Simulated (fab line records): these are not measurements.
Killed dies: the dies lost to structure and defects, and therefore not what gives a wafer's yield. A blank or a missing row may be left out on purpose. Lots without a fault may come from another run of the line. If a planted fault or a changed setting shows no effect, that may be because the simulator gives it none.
Matching of chambers / flow berkeley cmos170 / 3 sister chambers for UCB170_V2_CVD_00 on pecvd-02
The step deposits SiO2 from TEOS/O2, target thk 2000 nm, time 250 s. 3 wafers are shown with their chamber, then 7 later ones without.

## WAFERS PAIRED WITH THEIR CHAMBERS
wafer=L720.4; chamber=1; heater power w (W)=253
wafer=L718.2; chamber=2; heater power w (W)=238
wafer=L718.3; chamber=0; heater power w (W)=289

## WAFERS WHOSE CHAMBER IS MISSING
wafer=L718.4; heater power w (W)=210
wafer=L726.1; heater power w (W)=182
wafer=L726.4; heater power w (W)=242
wafer=L726.6; heater power w (W)=189
wafer=L727.2; heater power w (W)=285
wafer=L727.4; heater power w (W)=175
wafer=L727.5; heater power w (W)=212

## WHICH CHAMBER EACH ONE RAN IN
wafer=L718.4; from the rows above=can't be placed: 2 or 1 or 0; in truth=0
wafer=L726.1; from the rows above=can't be placed: 2 or 1 or 0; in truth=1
wafer=L726.4; from the rows above=can't be placed: 2 or 1 or 0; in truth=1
wafer=L726.6; from the rows above=can't be placed: 2 or 1 or 0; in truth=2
wafer=L727.2; from the rows above=can't be placed: 0 or 1 or 2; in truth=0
wafer=L727.4; from the rows above=can't be placed: 2 or 1 or 0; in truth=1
wafer=L727.5; from the rows above=can't be placed: 2 or 1 or 0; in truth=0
Placed correctly: 0 of 7. Cannot be placed on the basis of these rows: 7; the candidates contain the true chamber in 7. Placed wrongly: 0.
How it was worked out, from the rows above alone: a wafer's distance from a chamber is the root of the sum, over the readings, of the square of ((its reading less the chamber's mean) divided by the reading's scatter). The wafer belongs to the nearest chamber; if the next one is less than 2 further off, it can't be placed. A chamber's mean is the mean of its shown wafers. The scatter (one wafer shown for each chamber): square how far every hidden wafer sits from the nearest shown wafer, average those squares and take the square root.
